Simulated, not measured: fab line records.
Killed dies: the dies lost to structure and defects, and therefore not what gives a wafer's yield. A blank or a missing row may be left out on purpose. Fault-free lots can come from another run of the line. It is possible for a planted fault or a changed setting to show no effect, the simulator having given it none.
The tool behind it: which one? -- flow rit-cmos -- 14 lots with 42 wafers sampled at 4 steps, on a route of 202 steps

## WHAT THE GAUGES READ, wafer by wafer
RIT_FOX2_THK_MEAS_01. Usual: FOX2_OXIDE_THK 352 nm, standard deviation 6.9.
lot,measured,on,FOX2_OXIDE_THK (nm),flag
L293,day 1 22:30,film-metro-04,353 346 342,
L294,day 2 01:50,film-metro-04,353 351 358,
L295,day 2 04:37,film-metro-03,348 350 352,
L299,day 3 02:37,film-metro-03,347 345 347,
L300,day 3 07:03,film-metro-04,358 356 358,
L302,day 3 16:02,film-metro-03,340 344 342,
L303,day 3 20:20,film-metro-03,369 369 364,
L304,day 4 03:50,film-metro-04,347 350 351,
L305,day 4 07:47,film-metro-04,364 358 358,
L309,day 5 04:12,film-metro-03,336 339 341,
L311,day 5 13:40,film-metro-04,351 351 357,
L314,day 6 10:55,film-metro-03,473 466 469,OFF
L315,day 6 10:55,film-metro-02,473 472 475,OFF
L316,day 7 03:28,film-metro-03,342 345 352,

RIT_FOX2_THK_MEAS_90. Usual: FIELD_OXIDE_LEFT_1_THK 325 nm, standard deviation 6.9.
lot,measured,on,FIELD_OXIDE_LEFT_1_THK (nm),flag
L293,day 1 23:22,film-metro-03,326 319 314,
L294,day 2 02:47,film-metro-02,326 324 331,
L295,day 2 05:29,film-metro-03,320 322 325,
L299,day 3 03:29,film-metro-03,319 317 320,
L300,day 3 08:01,film-metro-03,331 329 331,
L302,day 3 16:58,film-metro-03,312 316 315,
L303,day 3 21:13,film-metro-02,342 342 336,
L304,day 4 04:42,film-metro-04,319 323 324,
L305,day 4 08:40,film-metro-03,337 330 331,
L309,day 5 05:04,film-metro-04,309 312 314,
L311,day 5 14:32,film-metro-04,324 323 330,
L314,day 6 11:48,film-metro-04,445 438 442,OFF
L315,day 6 11:48,film-metro-03,446 444 448,OFF
L316,day 7 04:25,film-metro-02,315 318 324,

RIT_FOX2_THK_MEAS_91. Usual: FIELD_OXIDE_LEFT_2_THK 257 nm, standard deviation 7.1.
lot,measured,on,FIELD_OXIDE_LEFT_2_THK (nm),flag
L293,day 2 12:05,film-metro-04,259 251 246,
L294,day 2 15:06,film-metro-04,257 256 262,
L295,day 2 18:28,film-metro-02,254 256 258,
L299,day 3 15:52,film-metro-02,252 250 252,
L300,day 3 20:52,film-metro-03,263 261 263,
L302,day 4 05:11,film-metro-03,245 249 247,
L303,day 4 10:28,film-metro-04,275 275 270,
L304,day 4 17:34,film-metro-03,251 255 256,
L305,day 4 22:31,film-metro-03,269 264 264,
L309,day 5 17:49,film-metro-03,241 244 246,
L311,day 6 03:49,film-metro-03,256 255 261,
L314,day 7 04:05,film-metro-03,378 371 375,OFF
L315,day 7 04:28,film-metro-04,378 376 379,OFF
L316,day 7 22:11,film-metro-02,247 250 256,

## TOOL THAT RAN EACH LOT (tool first, then ch and the chambers of the sampled wafers, then the start)
lot,RIT_FOX2_OXIDATION_00
L293,"furnace-03 ch 0, day 1 21:09"
L294,"furnace-04 ch 0, day 2 00:31"
L295,"furnace-01 ch 0, day 2 03:17"
L299,"furnace-03 ch 0, day 3 01:16"
L300,"furnace-04 ch 0, day 3 05:44"
L302,"furnace-03 ch 0, day 3 14:41"
L303,"furnace-04 ch 0, day 3 19:01"
L304,"furnace-03 ch 0, day 4 02:30"
L305,"furnace-01 ch 0, day 4 06:27"
L309,"furnace-03 ch 0, day 5 02:52"
L311,"furnace-04 ch 0, day 5 12:20"
L314,"furnace-03 ch 0, day 6 09:37"
L315,"furnace-03 ch 0, day 6 09:37"
L316,"furnace-04 ch 0, day 7 02:08"
- RIT_FOX2_OXIDATION_00: target thk 350.7 nm, ox time 1130 s.

## AS READ BY THE TOOLS THEMSELVES (means over the sampled wafers that have a number; for cases with no such wafer, the mark the record gives instead)
RIT_FOX2_OXIDATION_00. Usual: spike-tc-centre-C 1102.8 C, standard deviation 1.3; spike-tc-load-C 1127.0 C, standard deviation 2.3; spike-tc-source-C 1128.0 C, standard deviation 2.2; tube-center-temp-C 1100 C, standard deviation 0.1; tube_center_temp_C_max 1102.9, standard deviation 0.46; zone-power-centre-pct 60 %, standard deviation 6.5.
lot,tool,spike-tc-centre-C (C),spike-tc-load-C (C),spike-tc-source-C (C),tube-center-temp-C (C),tube_center_temp_C_max,zone-power-centre-pct (%),flag
L293,furnace-03,1103.3,1125.6,1126.2,1100,1102.8,63,
L294,furnace-04,1102.3,1129.7,1131.9,1100,1103.0,52,
L295,furnace-01,1101.0,1124.3,1127.0,1100,1103.2,68,
L299,furnace-03,1104.7,1126.1,1126.0,1100,1103.0,64,
L300,furnace-04,1102.4,1129.4,1131.2,1100,1102.8,52,
L302,furnace-03,1105.3,1125.8,1127.0,1100,1102.7,64,
L303,furnace-04,1102.6,1130.6,1130.2,1100,1102.4,51,
L304,furnace-03,1103.6,1125.1,1126.1,1100,1102.5,63,
L305,furnace-01,1101.4,1125.0,1125.5,1100,1102.8,69,
L309,furnace-03,1103.2,1124.4,1127.5,1100,1102.4,64,
L311,furnace-04,1102.7,1130.6,1130.5,1100,1103.0,51,
L314,furnace-03,1183.2,1204.3,1205.1,1179,1182.1,69,OFF
L315,furnace-03,1181.9,1206.7,1206.6,1179,1181.5,69,OFF
L316,furnace-04,1102.9,1130.4,1130.6,1100,1102.5,52,

## THE ANSWER, worked out from the rows above alone
Rule: lot off if the mean of its wafers having a number is beyond 3 standard deviations from the usual mean. A lot without any number at a reading at which 4 lots or more have one is off too. The other lots that the step has rows for count as sound. The gauges are gone through in route order, then the tools' own readings, and for those a lot's mean is taken as printed above. The first step at which some lot is off is used, and at that step the reading that is off furthest; a lot without a number counts as furthest.
Off: L314, L315, at RIT_FOX2_THK_MEAS_01 (FOX2_OXIDE_THK).
If a tool, at a process step before that reading, ran all the lots that are off and no sound lot after the first of them, it fits. The gauges at RIT_FOX2_THK_MEAS_01 aren't tried: what is off there is off at RIT_FOX2_OXIDATION_00 too, on other tools, and a gauge's error can't cause that. One candidate fits, namely furnace-03 at RIT_FOX2_OXIDATION_00. Its last sound lot is L309 (day 5 02:52), its first lot that is off L314 (day 6 09:37): a fault that began between those two fits.
The tool's own readings at RIT_FOX2_OXIDATION_00 bear it out: on the lots that are off they differ by more than 5 times the standard deviation of the sound lots' means. spike-tc-centre-C reads 1182.6 C there against 1103.0 C on the sound lots; spike-tc-load-C reads 1205.5 C there against 1127.2 C on the sound lots; spike-tc-source-C reads 1205.8 C there against 1128.3 C on the sound lots; tube-center-temp-C reads 1179 C there against 1100 C on the sound lots; tube_center_temp_C_max reads 1181.8 there against 1102.8 on the sound lots.

## WHAT WAS PUT IN BY THE SIMULATOR
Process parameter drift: furnace-03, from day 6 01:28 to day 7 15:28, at RIT_FOX2_OXIDATION_00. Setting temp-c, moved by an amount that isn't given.
Struck lots among those shown: L314, L315. The same result came from the rule above.
